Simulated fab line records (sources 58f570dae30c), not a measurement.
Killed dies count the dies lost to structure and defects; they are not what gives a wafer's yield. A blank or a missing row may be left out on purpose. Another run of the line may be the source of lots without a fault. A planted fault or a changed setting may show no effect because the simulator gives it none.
fab line records | flow berkeley_cmos170
record: lots: 13 wafers: 39 last_day: 12
route steps=331 shown NWELL@29 ACTIVE@73 PFIELD@87 FIELD@90
lots that met no fault: from a run of the same line without faults
start_h: hours from the record's opening day to when the first of the lot's shown wafers began | wait_h: hours from the lot's prior step to this one | " repeats the value in the row above | L1.1+2: a single row standing in for several wafers | - value missing, or start not given | * or withheld: withheld | < > ~ a bound
route shown NAME@n: NAME is a module with steps in the file, n the number in the route of the first one | usual: mean/standard deviation taken from wafers without a fault | same: alike in all rows | chamber/n: place in a boat | sites: the reading at each site | _std_site: their standard deviation | _edge_site: the outer-site mean with the inner-site mean subtracted | radius_mm: how far each site lies from the wafer's centre | mask NAME#n: copy n | behind: tool/chamber where the wafer was last shaped | hold: reason for holding the lot/hours on hold/outcome of the hold | device: which transistor (n, p or np) failed to switch | end of line: the tests these same wafers got at the end of their route | a step given without rows: its recipe and nothing more | killed: dies lost to structure and defects at the first sort, not the wafer's yield | map: per-die view of a wafer (x killed, . not killed, _ where there is no die)
set.NAME: the setting the step ran with; set.NAME@STEP: the setting that earlier step ran with | model.NAME: the simulator's own value behind a step, which no gauge read
one table for each step of the route and one row for each wafer, over a sample of lots
services: from which hour (start_h, from the record's first day; less than 0 if before it) a tool's chamber was out of use, for how many hours, and why
== steps ==
step: UCB170_NWELL_STRIP_15
recipe: chemistry: O2 power_w: 400 pressure_mtorr: 3500 platen_temp_c: withheld o2_flow_sccm: 400 overash_fraction: 0.5
usual: drypump_motor_current_A: 6.00/0.27 oes_product_au: 0.721/0.0045 strip_time_to_endpoint_s: 18.03/0.081
same: overash_fraction: 0.5
columns lot.wafer tool chamber start_h wait_h drypump_motor_current_A oes_product_au rf_hours_counter_h strip_time_to_endpoint_s
L963.2 plasma_asher-01 0 33.09 0.1 5.89 0.719 34 18.01
L963.3 " 1 " " 6.02 0.716 - 18.10
L963.6 " 0 " " 5.91 0.726 - 18.11
L964.3 plasma_asher-04 0 39.90 0.1 6.34 0.724 - 18.01
L964.4 " 1 " " 5.71 0.723 - 17.98
L964.6 " 0 " " 6.30 0.719 - 18.00
L965.1 plasma_asher-04 1 46.10 0.1 5.72 0.714 25 17.99
L965.4 " 1 " " 5.69 0.718 - 18.04
L965.5 " 0 " " 6.27 0.724 - 18.06
L966.3 plasma_asher-01 1 50.52 0.1 6.01 0.725 - 18.04
L966.5 " 1 " " 6.04 0.724 - 18.13
L966.6 " 0 " " 5.88 0.726 - 18.17
L967.1 plasma_asher-01 0 50.76 0.1 5.87 0.726 36 18.17
L967.2 " 1 " " 5.98 0.724 36 18.16
L967.5 " 0 " " 5.91 0.724 - 18.10
L968.1 plasma_asher-01 1 60.38 0.1 6.01 0.725 38 18.20
L968.2 " 0 " " 5.90 0.718 38 18.07
L968.4 " 0 " " 5.89 0.725 - 18.02
L969.1 plasma_asher-04 0 67.08 0.1 6.29 0.725 28 17.97
L969.3 " 1 " " 5.66 0.717 - 17.98
L969.4 " 0 " " 6.30 0.716 - 17.96
L970.1 plasma_asher-02 0 67.32 0.1 5.67 0.717 32 18.03
L970.2 " 1 " " 6.49 0.728 32 18.00
L970.4 " 0 " " 5.64 0.726 - 18.12
L971.2 plasma_asher-01 1 76.20 0.1 5.98 0.715 40 17.89
L971.3 " 1 " " 6.04 0.718 - 18.08
L971.4 " 0 " " 5.86 0.727 - 18.03
L973.2 plasma_asher-04 1 86.48 0.1 5.72 0.726 30 17.95
L973.3 " 1 " " 5.71 0.725 - 17.95
L973.5 " 1 " " 5.74 0.722 - 17.90
L972.2 plasma_asher-02 0 86.73 0.1 5.70 0.727 35 17.97
L972.3 " 1 " " 6.49 0.722 - 18.14
L972.5 " 1 " " 6.48 0.722 - 18.09
L974.1 plasma_asher-04 0 97.24 0.1 6.33 0.724 31 18.12
L974.2 " 1 " " 5.73 0.720 31 17.91
L974.5 " 0 " " 6.35 0.720 - 17.96
L982.1 plasma_asher-01 1 130.96 0.1 6.01 0.722 1 18.14
L982.4 " 1 " " 6.03 0.715 - 18.01
L982.6 " 0 " " 5.89 0.727 - 17.96
step: UCB170_ACTIVE_CD_MEAS_13
recipe: target_cd_nm: 1200
usual: cd_nm: 1200.0/1.6
columns lot.wafer tool chamber start_h wait_h cd_nm
L963.2 cd_sem-02 - 89.35 - 1199.3
L963.3 " - " " 1197.5
L963.6 " - " " 1197.7
L964.3 cd_sem-01 - 97.07 - 1202.4
L964.4 " - " " 1201.3
L964.6 " - " " 1201.1
L965.1 cd_sem-02 - 97.27 - 1198.3
L965.4 " - " " 1198.4
L965.5 " - " " 1200.7
L967.1 cd_sem-01 - 108.93 - 1200.0
L967.2 " - " " 1200.8
L967.5 " - " " 1199.3
L966.3 cd_sem-02 - 109.21 - 1201.9
L966.5 " - " " 1201.4
L966.6 " - " " 1200.8
L968.1 cd_sem-02 - 109.44 - 1200.6
L968.2 " - " " 1201.8
L968.4 " - " " 1199.4
L970.1 cd_sem-02 - 120.01 - 1200.8
L970.2 " - " " 1201.5
L970.4 " - " " 1200.4
L969.1 cd_sem-02 - 120.27 - 1200.3
L969.3 " - " " 1199.6
L969.4 " - " " 1201.1
L971.2 cd_sem-02 - 132.98 - 1201.7
L971.3 " - " " 1202.6
L971.4 " - " " 1201.5
L972.2 cd_sem-02 - 142.67 - 1200.1
L972.3 " - " " 1199.8
L972.5 " - " " 1200.5
L974.1 cd_sem-01 - 147.49 - 1198.9
L974.2 " - " " 1200.7
L974.5 " - " " 1198.6
L973.2 cd_sem-01 - 147.75 - 1199.2
L973.3 " - " " 1199.1
L973.5 " - " " 1199.0
L982.1 cd_sem-01 - 188.88 - 1201.7
L982.4 " - " " 1201.1
L982.6 " - " " 1202.9
step: UCB170_PFIELD_STRIP_08
recipe: chemistry: O2 power_w: 400 pressure_mtorr: 3500 platen_temp_c: withheld o2_flow_sccm: 400 overash_fraction: 0.5
usual: drypump_motor_current_A: 5.8/0.54 oes_product_au: 0.735/0.0046 strip_time_to_endpoint_s: 21.64/0.066
same: overash_fraction: 0.5
columns lot.wafer tool chamber start_h wait_h drypump_motor_current_A oes_product_au rf_hours_counter_h strip_time_to_endpoint_s
L963.2 plasma_asher-03 1 92.99 0.1 5.2 0.726 32 21.70
L963.3 " 1 " " 5.2 0.736 - 21.67
L963.6 " 1 " " 5.2 0.735 - 21.67
L964.3 plasma_asher-02 0 99.15 0.1 5.7 0.727 - 21.68
L964.4 " 1 " " 6.5 0.736 - 21.69
L964.6 " 1 " " 6.5 0.740 - 21.68
L965.1 plasma_asher-02 1 99.28 0.1 6.5 0.740 36 21.55
L965.4 " 1 " " 6.5 0.734 - 21.52
L965.5 " 0 " " 5.7 0.738 - 21.51
L966.3 plasma_asher-02 1 113.56 0.1 6.5 0.733 - 21.56
L966.5 " 0 " " 5.7 0.735 - 21.64
L966.6 " 1 " " 6.5 0.732 - 21.62
L968.1 plasma_asher-02 1 114.01 0.1 6.5 0.735 38 21.70
L968.2 " 0 " " 5.7 0.734 38 21.66
L968.4 " 0 " " 5.7 0.741 - 21.67
L967.1 plasma_asher-03 1 114.10 0.1 5.1 0.747 34 21.70
L967.2 " 0 " " 4.8 0.728 34 21.71
L967.5 " 1 " " 5.2 0.740 - 21.67
L970.1 plasma_asher-02 0 121.86 0.1 5.7 0.732 39 21.69
L970.2 " 1 " " 6.5 0.733 39 21.64
L970.4 " 1 " " 6.5 0.737 - 21.74
L969.1 plasma_asher-03 0 122.13 0.1 4.8 0.737 35 21.68
L969.3 " 0 " " 4.8 0.726 - 21.68
L969.4 " 1 " " 5.2 0.731 - 21.68
L971.2 plasma_asher-03 0 134.80 0.1 4.8 0.744 36 21.64
L971.3 " 1 " " 5.1 0.741 - 21.66
L971.4 " 0 " " 4.8 0.741 - 21.67
L972.2 plasma_asher-01 1 144.75 0.1 6.0 0.726 3 21.50
L972.3 " 0 " " 5.9 0.738 - 21.59
L972.5 " 0 " " 5.9 0.734 - 21.56
L974.1 plasma_asher-01 1 149.51 0.1 6.0 0.741 3 21.57
L974.2 " 0 " " 5.9 0.733 3 21.52
L974.5 " 1 " " 6.0 0.732 - 21.53
L973.2 plasma_asher-02 0 149.93 0.1 5.7 0.735 42 21.75
L973.3 " 0 " " 5.7 0.736 - 21.75
L973.5 " 1 " " 6.5 0.729 - 21.68
L982.1 plasma_asher-02 0 191.41 0.1 5.7 0.736 46 21.70
L982.4 " 0 " " 5.7 0.729 - 21.65
L982.6 " 0 " " 5.7 0.739 - 21.69
step: UCB170_FIELD_OXIDATION_01
recipe: temp_c: 1000 ambient: H2O p_h2o_torr: 584.62 target_thk_a: 5583 ox_time_s: 7200
usual: spike_tc_centre_C: 1002.3/1.1 spike_tc_load_C: 1022/4.2 spike_tc_source_C: 1025.0/2.9 tube_center_temp_C: 1000/0.09 tube_center_temp_C_max: 1002.6/0.4 zone_power_centre_pct: 41.5/1.7 zone_power_load_pct: 37.2/2.9 zone_power_source_pct: 33.2/2.6
columns lot.wafer tool chamber start_h wait_h spike_tc_centre_C spike_tc_load_C spike_tc_source_C tube_center_temp_C tube_center_temp_C_max zone_power_centre_pct zone_power_load_pct zone_power_source_pct
L963.2 furnace-01 0 98.56 5.4 1002.6 1017 1026.6 1000.1 1003.2 43.1 37.8 31.7
L963.3 " 0 " " 1002.3 1018 1027.1 999.94 1002.1 43.1 37.8 31.3
L963.6 " 0 " " 1003.0 1018 1027.1 1000 1002.2 43.1 38.1 31.2
L964.3 furnace-01 0 104.16 4.9 1001.6 1019 1028.0 1000 1002.5 43.3 39.0 31.4
L964.4 " 0 " " 1001.3 1018 1026.0 1000 1002.5 43.2 37.8 31.1
L964.6 " 0 " " 1002.6 1017 1027.5 1000.1 1002.5 42.8 38.1 31.6
L965.1 furnace-01 0 104.16 4.7 1000.3 1016 1027.6 1000 1003.2 43.1 38.1 31.0
L965.4 " 0 " " 1002.9 1019 1027.9 1000 1002.9 42.4 38.3 31.1
L965.5 " 0 " " 1001.6 1017 1025.9 1000 1002.8 42.8 37.7 30.9
L966.3 furnace-04 0 116.81 1.3 1002.8 1022 1024.0 999.94 1002.7 39.6 31.3 37.7
L966.5 " 0 " " 1004.0 1021 1023.4 999.88 1002.1 40.1 31.6 38.0
L966.6 " 0 " " 1003.1 1019 1024.8 1000 1003.0 39.5 32.0 37.9
L967.1 furnace-04 0 116.81 1.3 1002.7 1021 1024.4 1000 1002.4 39.8 31.9 38.0
L967.2 " 0 " " 1004.0 1019 1024.8 1000 1002.2 39.7 31.7 38.0
L967.5 " 0 " " 1002.6 1022 1025.3 999.93 1001.4 39.9 31.8 38.2
L968.1 furnace-04 0 116.81 1.3 1005.4 1020 1024.2 999.89 1003.0 39.9 32.2 38.3
L968.2 " 0 " " 1005.1 1021 1025.7 1000 1002.9 39.7 31.5 38.5
L968.4 " 0 " " 1004.2 1022 1025.4 999.97 1002.9 40.2 31.8 37.9
L969.1 furnace-01 0 127.18 4.9 1002.9 1019 1028.4 999.91 1002.2 42.8 37.4 31.1
L969.3 " 0 " " 1002.5 1019 1028.0 1000.1 1002.8 43.7 38.4 31.1
L969.4 " 0 " " 1002.5 1019 1027.3 999.96 1002.7 43.2 38.0 31.2
L970.1 furnace-01 0 127.18 5.1 1001.8 1018 1027.9 1000 1002.8 43.8 38.1 31.1
L970.2 " 0 " " 1001.5 1018 1026.9 1000.2 1002.3 43.0 39.0 32.0
L970.4 " 0 " " 1001.5 1018 1027.5 999.89 1002.6 42.7 38.3 31.6
L971.2 furnace-02 0 139.17 4.2 1002.0 1028 1020.5 1000.1 1002.4 40.3 39.8 33.3
L971.3 " 0 " " 1001.6 1030 1020.4 1000.1 1002.0 39.8 39.5 32.7
L971.4 " 0 " " 1001.5 1027 1021.9 1000.1 1002.7 40.7 39.1 33.2
L972.2 furnace-01 0 149.11 4.1 1152.7 1169 1178.6 1148.7 1152.0 51.2 52.5 44.4
L972.3 " 0 " " 1152.3 1169 1178.3 1148.9 1151.4 51.9 53.1 43.6
L972.5 " 0 " " 1151.7 1169 1177.8 1148.7 1151.2 50.3 54.0 43.5
L973.2 furnace-01 0 154.86 4.8 1150.3 1169 1178.1 1148.7 1151.7 51.2 53.9 43.8
L973.3 " 0 " " 1149.1 1168 1178.9 1149 1151.6 51.2 53.0 43.1
L973.5 " 0 " " 1151.4 1169 1179.1 1148.7 1151.6 51.4 52.7 43.8
L974.1 furnace-01 0 154.86 5.2 1150.2 1169 1178.4 1148.7 1150.9 50.8 53.7 43.9
L974.2 " 0 " " 1149.9 1169 1178.1 1148.7 1151.4 49.5 53.8 43.6
L974.5 " 0 " " 1152.0 1168 1178.2 1148.9 1151.2 51.8 53.9 43.8
L982.1 furnace-02 0 196.69 5.1 1002.1 1028 1022.2 999.99 1002.8 40.3 39.2 32.9
L982.4 " 0 " " 1001.1 1028 1021.6 999.79 1002.1 39.4 39.5 32.5
L982.6 " 0 " " 999.1 1028 1020.7 1000.1 1002.3 39.9 40.2 33.2
step: UCB170_FIELD_THK_MEAS_02
recipe: reads: SiO2_of_FIELD_OXIDATION_01
usual: FIELD_OXIDE_THK: 557/12
columns lot.wafer tool chamber start_h wait_h FIELD_OXIDE_THK[nm]
L963.2 film_metro-03 - 101.57 0.0 569
L963.3 " - " " 572
L963.6 " - " " 561
L965.1 film_metro-03 - 107.16 0.0 552
L965.4 " - " " 563
L965.5 " - " " 560
L964.3 film_metro-01 - 107.18 0.0 565
L964.4 " - " " 556
L964.6 " - " " 561
L967.1 film_metro-02 - 119.81 0.0 555
L967.2 " - " " 564
L967.5 " - " " 556
L968.1 film_metro-01 - 119.81 0.0 571
L968.2 " - " " 564
L968.4 " - " " 562
L966.3 film_metro-03 - 119.83 0.0 564
L966.5 " - " " 575
L966.6 " - " " 562
L969.1 film_metro-02 - 130.18 0.0 548
L969.3 " - " " 552
L969.4 " - " " 565
L970.1 film_metro-03 - 130.18 0.0 537
L970.2 " - " " 538
L970.4 " - " " 531
L971.2 film_metro-01 - 142.18 0.0 536
L971.3 " - " " 547
L971.4 " - " " 551
L972.2 film_metro-01 - 152.12 0.0 1050
L972.3 " - " " 1032
L972.5 " - " " 1042
L974.1 film_metro-03 - 157.86 0.0 1022
L974.2 " - " " 1023
L974.5 " - " " 1029
L973.2 film_metro-01 - 157.87 0.0 1054
L973.3 " - " " 1046
L973.5 " - " " 1057
L982.1 film_metro-02 - 199.69 0.0 556
L982.4 " - " " 566
L982.6 " - " " 557
step: UCB170_FIELD_THK_MEAS_90
recipe: reads: SiO2_of_FIELD_OXIDATION_01
usual: FIELD_OXIDE_LEFT_1_THK: 440/13
columns lot.wafer tool chamber start_h wait_h FIELD_OXIDE_LEFT_1_THK[nm]
L963.2 film_metro-01 - 111.08 0.0 453
L963.3 " - " " 456
L963.6 " - " " 446
L965.1 film_metro-02 - 116.40 0.0 436
L965.4 " - " " 446
L965.5 " - " " 443
L964.3 film_metro-03 - 116.42 0.0 449
L964.4 " - " " 441
L964.6 " - " " 445
L967.1 film_metro-01 - 131.06 0.0 440
L967.2 " - " " 449
L967.5 " - " " 441
L968.1 film_metro-03 - 131.06 0.0 454
L968.2 " - " " 448
L968.4 " - " " 445
L966.3 film_metro-02 - 131.14 0.1 447
L966.5 " - " " 457
L966.6 " - " " 444
L969.1 film_metro-03 - 139.58 0.0 432
L969.3 " - " " 435
L969.4 " - " " 449
L970.1 film_metro-01 - 139.58 0.0 420
L970.2 " - " " 421
L970.4 " - " " 415
L971.2 film_metro-01 - 151.95 0.0 417
L971.3 " - " " 428
L971.4 " - " " 432
L974.1 film_metro-03 - 165.17 0.0 904
L974.2 " - " " 905
L974.5 " - " " 913
L973.2 film_metro-01 - 165.19 0.1 936
L973.3 " - " " 930
L973.5 " - " " 942
L972.2 film_metro-03 - 165.24 0.1 932
L972.3 " - " " 915
L972.5 " - " " 924
L982.1 film_metro-01 - 209.28 0.0 438
L982.4 " - " " 448
L982.6 " - " " 440
step: UCB170_FIELD_THK_MEAS_91
recipe: reads: SiO2_of_FIELD_OXIDATION_01
usual: FIELD_OXIDE_LEFT_2_THK: 352/13
columns lot.wafer tool chamber start_h wait_h FIELD_OXIDE_LEFT_2_THK[nm]
L963.2 film_metro-03 - 131.71 0.0 367
L963.3 " - " " 370
L963.6 " - " " 359
L965.1 film_metro-03 - 142.23 0.0 348
L965.4 " - " " 358
L965.5 " - " " 356
L964.3 film_metro-02 - 142.32 0.0 362
L964.4 " - " " 353
L964.6 " - " " 358
L967.1 film_metro-03 - 153.39 0.0 353
L967.2 " - " " 361
L967.5 " - " " 353
L966.3 film_metro-01 - 153.65 0.0 359
L966.5 " - " " 369
L966.6 " - " " 357
L968.1 film_metro-02 - 153.91 0.0 366
L968.2 " - " " 359
L968.4 " - " " 357
L970.1 film_metro-03 - 165.11 0.0 333
L970.2 " - " " 334
L970.4 " - " " 327
L969.1 film_metro-01 - 165.12 0.0 345
L969.3 " - " " 348
L969.4 " - " " 361
L971.2 film_metro-02 - 177.42 0.0 329
L971.3 " - " " 341
L971.4 " - " " 344
L974.1 film_metro-02 - 188.81 0.0 816
L974.2 " - " " 816
L974.5 " - " " 824
L972.2 film_metro-03 - 188.94 0.0 843
L972.3 " - " " 827
L972.5 " - " " 837
L973.2 film_metro-02 - 189.35 0.0 850
L973.3 " - " " 842
L973.5 " - " " 853
L982.1 film_metro-02 - 225.74 0.0 349
L982.4 " - " " 359
L982.6 " - " " 351
== services ==
columns tool chamber start_h hours kind
plasma_asher-02 - 23.29 2.8 pm
plasma_asher-02 - 44.89 5.4 repair
plasma_asher-02 - 50.27 14.6 pm
furnace-02 - 55.92 3.0 pm
furnace-01 - 71.78 2.5 pm
furnace-01 - 92.67 3.3 pm
plasma_asher-01 - 108.75 9.0 pm
plasma_asher-01 0 108.75 9.0 vent_cycle
plasma_asher-01 1 108.75 9.0 vent_cycle
plasma_asher-01 0 117.75 - clean
plasma_asher-01 1 117.75 - clean
furnace-04 - 157.66 2.8 pm
furnace-02 - 164.97 3.5 pm
plasma_asher-03 - 174.90 2.8 pm
plasma_asher-04 - 184.38 2.9 repair
== key ==
first_sign: step: UCB170_FIELD_OXIDATION_01 reading: tube_center_temp_C direction: up sigmas: 99+ usual: * struck: *
effect: step: UCB170_FIELD_OXIDATION_01 reading: tube_center_temp_C_max direction: up sigmas: 99+ usual: * struck: *
effect: step: UCB170_FIELD_THK_MEAS_02 reading: FIELD_OXIDE_THK direction: up sigmas: 39 usual: 557 struck: 1039
effect: step: UCB170_FIELD_THK_MEAS_90 reading: FIELD_OXIDE_LEFT_1_THK direction: up sigmas: 37 usual: 440 struck: 922
effect: step: UCB170_FIELD_THK_MEAS_91 reading: FIELD_OXIDE_LEFT_2_THK direction: up sigmas: 38 usual: 352 struck: 834
met_at UCB170_FIELD_OXIDATION_01
struck_lots L972,L973,L974
sort_left_out L972.2,L972.3,L972.5,L973.2,L973.3,L973.5,L974.1,L974.2,L974.5
tester_left_out L972,L973,L974
not_acting_at UCB170_NWELL_STRIP_15,UCB170_ACTIVE_CD_MEAS_13,UCB170_PFIELD_STRIP_08
fault: kind: process_parameter_drift tool: furnace-01 chamber: - onset_h: 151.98 steps: UCB170_FIELD_OXIDATION_01 channel: temp_c offset: * shape: step end_h: 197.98 acts_in: * stated: *
tester_left_out: of these lots the tester's yield and bins aren't shown, on N5 and GAA mostly nor the transistor test; their killed dies are dies lost to structure and defects alone, not to doping, threshold or leakage, so they don't give the yield
sort_left_out: the simulated sort isn't trusted on such a fault, so these wafers' sort isn't shown, and their yield isn't known
